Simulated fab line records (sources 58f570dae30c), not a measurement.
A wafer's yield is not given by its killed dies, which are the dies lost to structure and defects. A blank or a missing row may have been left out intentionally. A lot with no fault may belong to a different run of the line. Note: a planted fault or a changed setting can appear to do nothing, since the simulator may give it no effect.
Chamber matching / flow berkeleyCmos170 / 4 sister chambers for UCB170_ACTIVE_ETCH_15 on rieDiel-04
The step etches Si3N4 in CH3F/Ar/O2, stops on SiO2, target depth 242 nm, time 151 s. 8 wafers are shown with their chamber, then 7 later ones without.

## WAFERS WITH THEIR CHAMBER
wafer=L259.3; chamber=3; throttleValvePct (%)=7.95; oesProductAu (a.u.)=0.936
wafer=L264.1; chamber=2; throttleValvePct (%)=8.14; oesProductAu (a.u.)=0.961
wafer=L264.2; chamber=3; throttleValvePct (%)=7.97; oesProductAu (a.u.)=0.930
wafer=L264.5; chamber=2; throttleValvePct (%)=8.14; oesProductAu (a.u.)=0.970
wafer=L270.4; chamber=0; throttleValvePct (%)=8.04; oesProductAu (a.u.)=0.947
wafer=L270.6; chamber=0; throttleValvePct (%)=8.01; oesProductAu (a.u.)=0.945
wafer=L272.3; chamber=1; throttleValvePct (%)=8.19; oesProductAu (a.u.)=0.944
wafer=L272.5; chamber=1; throttleValvePct (%)=8.18; oesProductAu (a.u.)=0.947

## WAFERS WITHOUT THEIR CHAMBER
wafer=L272.6; throttleValvePct (%)=8.03; oesProductAu (a.u.)=0.937
wafer=L277.2; throttleValvePct (%)=8.14; oesProductAu (a.u.)=0.946
wafer=L277.4; throttleValvePct (%)=8.20; oesProductAu (a.u.)=0.936
wafer=L277.6; throttleValvePct (%)=8.13; oesProductAu (a.u.)=0.952
wafer=L281.1; throttleValvePct (%)=7.94; oesProductAu (a.u.)=0.948
wafer=L281.2; throttleValvePct (%)=8.15; oesProductAu (a.u.)=0.962
wafer=L281.6; throttleValvePct (%)=7.95; oesProductAu (a.u.)=0.948

## WHICH CHAMBER EACH WENT THROUGH
wafer=L272.6; from the rows above=0; in truth=0
wafer=L277.2; from the rows above=can't be placed: 1 or 2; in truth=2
wafer=L277.4; from the rows above=1; in truth=1
wafer=L277.6; from the rows above=can't be placed: 2 or 1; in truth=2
wafer=L281.1; from the rows above=3; in truth=3
wafer=L281.2; from the rows above=2; in truth=2
wafer=L281.6; from the rows above=can't be placed: 3 or 0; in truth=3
4 of 7 placed correctly. Not placeable from these rows: 3 (in 3, the candidates include the true chamber). Number placed wrongly: 0.
How it was worked out, from the rows above alone: a wafer's distance from a chamber is the root of the sum, over the readings, of the square of ((its reading less the chamber's mean) divided by the reading's scatter). If the next closest chamber is less than 2 further off than the closest, the wafer can't be placed; otherwise it belongs to the closest. The mean given for a chamber averages the wafers shown for that chamber. The scatter: the root of (the sum of the squares of (reading less its chamber's mean) over the shown wafers, divided by (wafers less chambers)).
